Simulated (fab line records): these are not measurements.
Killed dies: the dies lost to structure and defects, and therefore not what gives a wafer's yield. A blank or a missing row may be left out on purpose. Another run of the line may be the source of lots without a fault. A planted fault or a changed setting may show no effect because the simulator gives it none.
Struck lot and sound lot, side by side / flow berkeley-cmos170 / 44 steps out of a route of 331
Sound: the wafers L304.3, L304.4, L304.6. Wafers struck: L316.2, L316.3, L316.5. At the end, the cause is stated.
Order at every step that has rows: each side's tool, ch and its chambers, its first start. Under that, the readings that differ: sound wafers / struck wafers / difference of the means / sigmas: that difference in standard deviations of wafers without a fault.
alike: same words and numbers on both sides, and readings whose means sit less than 2 such deviations apart. not compared: any withheld reading, any reading some wafer has no value for, any bound like >300 that may hide the same value, and any number with overlapping values for which the record gives no deviation.
Wherever a step has rows on one side only, a row that says differs or no value, or a row with sigmas, the two part there. Numbers that have no deviation but don't overlap get no sigmas and don't part them. Lack of a reading on every wafer of one side parts them only where that side has two or more wafers.

first, 3 steps without rows for these wafers: UCB170_PVT_EXPOSE_03 (exposes mask NWELL, target cd 3000 nm); UCB170_PVT_PEB_04; UCB170_PVT_DEVELOP_05 (develop time 45 s).
UCB170_PVT_OVL_MEAS_06:
  struck on overlay-02, day 9 21:19; sound on overlay-01, day 7 05:58
  alike: PVT_OVL
following that, these wafers have no rows for 1 step: UCB170_PVT_IMPLANT_07.
UCB170_PVT_STRIP_08: strips in O2.
  sound on plasma-asher-03 ch 0,1, day 7 06:10; struck on plasma-asher-04 ch 0,1, day 9 21:30
  alike: drypump-motor-current-A, oes-product-au, strip-time-to-endpoint-s
  not compared: rf-hours-counter-h
UCB170_PVT_TW_MEAS_09:
  struck on film-metro-04, day 9 21:37; sound on film-metro-02, day 7 06:15
reading=PVT_TW; sound=498 495 497; struck=519 520 522; difference=+24; sigmas=+3
then, 1 step without rows for these wafers: UCB170_GATE_WET_ETCH_00 (etches SiO2 in dHF, time 200 s).
UCB170_FIELD_THK_MEAS_91:
  struck on film-metro-02, day 9 21:44; sound on film-metro-03, day 7 06:23
  alike: FIELD_OXIDE_LEFT_2_THK
then, 1 step without rows for these wafers: UCB170_GATE_OXIDATION_01 (target thk 6.6 nm, ox time 1800 s).
UCB170_GATE_THK_MEAS_02:
  struck on film-metro-01, day 10 01:18; sound on film-metro-03, day 7 09:46
  alike: GATE_OXIDE_THK
then, 1 step without rows for these wafers: UCB170_GATE_ANNEAL_03 (time 1800 s).
UCB170_GATE_CVD_04: deposits poly-Si from SiH4, time 1440 s, target thk 214 nm.
  sound on lpcvd-02 ch 1, day 7 14:26; struck on lpcvd-01 ch 0, day 10 07:02
reading=spike-tc-centre-C (C); sound=611.4 613.3 613.7; struck=578.1 575.6 576.6; difference=-36.0; sigmas=-33
reading=spike-tc-load-C (C); sound=624 623 625; struck=597 597 596; difference=-27; sigmas=-7
reading=spike-tc-source-C (C); sound=630.3 629.9 630.0; struck=592.8 594.1 594.7; difference=-36.2; sigmas=-24
reading=susceptor-temp-C (C); sound=609.97 610.18 609.91; struck=574.72 574.45 574.82; difference=-35.36; sigmas=-99 or more
reading=model.poly-Si_of_GATE_CVD_04.thk-nm (nm); sound=216 214.9 214.1; struck=91.66 91.7 90.63; difference=-123.67; sigmas=
UCB170_GATE_THK_MEAS_05:
  struck on film-metro-01, day 10 08:26; sound on film-metro-03, day 7 16:34
reading=GATE_POLY_THK (nm); sound=215.9 214.8 214.2; struck=91.6 91.6 90.7; difference=-123.7; sigmas=-52
then, 6 steps without rows for these wafers: UCB170_GATE_COAT_06; UCB170_GATE_COAT_07 (resist thk 900 nm); UCB170_GATE_SOFTBAKE_08 (time 60 s); UCB170_GATE_EXPOSE_09 (exposes mask POLY, target cd 350 nm); UCB170_GATE_PEB_10; UCB170_GATE_DEVELOP_11 (develop time 45 s).
UCB170_GATE_CD_MEAS_12 targets a cd of 350 nm.
  struck on cd-sem-02, day 10 10:08; sound on cd-sem-02, day 7 18:05
  alike: cd-nm
UCB170_GATE_OVL_MEAS_13:
  struck on overlay-02, day 10 10:14; sound on overlay-02, day 7 18:11
  alike: GATE_OVL
UCB170_GATE_ETCH_14: etches BARC in N2/H2.
  sound on rie-diel-03 ch 2,3, day 7 18:13; struck on rie-diel-04 ch 2,3, day 10 10:16
reading=drypump-motor-current-A (A); sound=5.9 5.0 5.0; struck=6.3 5.8 6.3; difference=+0.8; sigmas=+2
reading=oes-product-au (a.u.); sound=0.988 0.982 0.993; struck=1.040 1.046 1.052; difference=+0.058; sigmas=+2
  alike: throttle-valve-pct
UCB170_GATE_ETCH_15: etches poly-Si in HBr/Cl2, stops on SiO2, time 56.3 s, target depth 278.2 nm.
  sound on rie-si-01 ch 0,2, day 7 18:15; struck on rie-si-02 ch 0,1,2, day 10 10:19
reading=oes-product-au (a.u.); sound=0.839 0.840 0.860; struck=0.515 0.523 0.511; difference=-0.330; sigmas=-25
reading=model.etch.depth-nm (nm); sound=216 214.9 214.1; struck=91.66 91.7 90.63; difference=-123.67; sigmas=
reading=model.GATE.feature-depth-nm (nm); sound=216 214.9 214.1; struck=91.73 91.7 90.69; difference=-123.63; sigmas=
  alike: drypump-motor-current-A, mfc-cl2-sccm, throttle-valve-pct
  not compared: rf-hours-counter-h
UCB170_GATE_STRIP_16: strips in O2.
  sound on plasma-asher-02 ch 0,1, day 7 18:20; struck on plasma-asher-04 ch 0,1, day 10 10:22
  alike: drypump-motor-current-A, oes-product-au
  not compared: rf-hours-counter-h
UCB170_GATE_CD_MEAS_90 targets a cd of 350 nm.
  struck on cd-sem-02, day 10 10:32; sound on cd-sem-01, day 7 18:28
  alike: cd-nm
then, 7 steps without rows for these wafers: UCB170_GATE_CLEAN_17 (cleans in SPM, time 600 s); UCB170_PLDD_HMDS_00 (prime time 60 s); UCB170_PLDD_COAT_01 (resist thk 900 nm); UCB170_PLDD_SOFTBAKE_02 (time 60 s); UCB170_PLDD_EXPOSE_03 (exposes mask PSELECT, target cd 1200 nm); UCB170_PLDD_PEB_04; UCB170_PLDD_DEVELOP_05 (develop time 45 s).
UCB170_PLDD_CD_MEAS_06 targets a cd of 1200 nm.
  struck on cd-sem-01, day 10 12:46; sound on cd-sem-01, day 7 20:12
  alike: cd-nm
UCB170_PLDD_OVL_MEAS_07:
  struck on overlay-02, day 10 12:52; sound on overlay-01, day 7 20:17
reading=PLDD_OVL (nm); sound=6 11 3; struck=-1 -2 -11; difference=-11; sigmas=-2
then, 2 steps without rows for these wafers: UCB170_PLDD_IMPLANT_08; UCB170_PLDD_IMPLANT_09.
UCB170_PLDD_STRIP_10: strips in O2.
  sound on plasma-asher-02 ch 0,1, day 7 20:39; struck on plasma-asher-02 ch 0, day 10 13:11
  alike: drypump-motor-current-A, oes-product-au, strip-time-to-endpoint-s
  not compared: rf-hours-counter-h
UCB170_PLDD_TW_MEAS_11:
  struck on film-metro-01, day 10 13:18; sound on film-metro-01, day 7 20:44
  alike: PLDD_TW
then, 3 steps without rows for these wafers: UCB170_PLDD_CLEAN_12 (cleans in SPM, time 600 s); UCB170_NLDD_HMDS_00 (prime time 60 s); UCB170_NLDD_COAT_01 (resist thk 900 nm).
UCB170_SILICIDE_PRE_CLEAN_00: preclean etch time 60 s.
  struck on pvd-sputter-01, day 11 01:05; sound on pvd-sputter-04, day 8 11:08
reading=model.poly-Si_of_GATE_CVD_04.thk-nm (nm); sound=209.1 208 207.3; struck=84.81 84.79 83.71; difference=-123.70; sigmas=
following that, these wafers have no rows for 1 step: UCB170_M3_PROBE_99.

## WHERE THEY PART
At UCB170_PVT_TW_MEAS_09 first; at UCB170_PLDD_OVL_MEAS_07 last (within this record only). Later steps at which nothing parts them and some readings are alike: UCB170_PLDD_STRIP_10, UCB170_PLDD_TW_MEAS_11.

WHY: what the simulator had put in
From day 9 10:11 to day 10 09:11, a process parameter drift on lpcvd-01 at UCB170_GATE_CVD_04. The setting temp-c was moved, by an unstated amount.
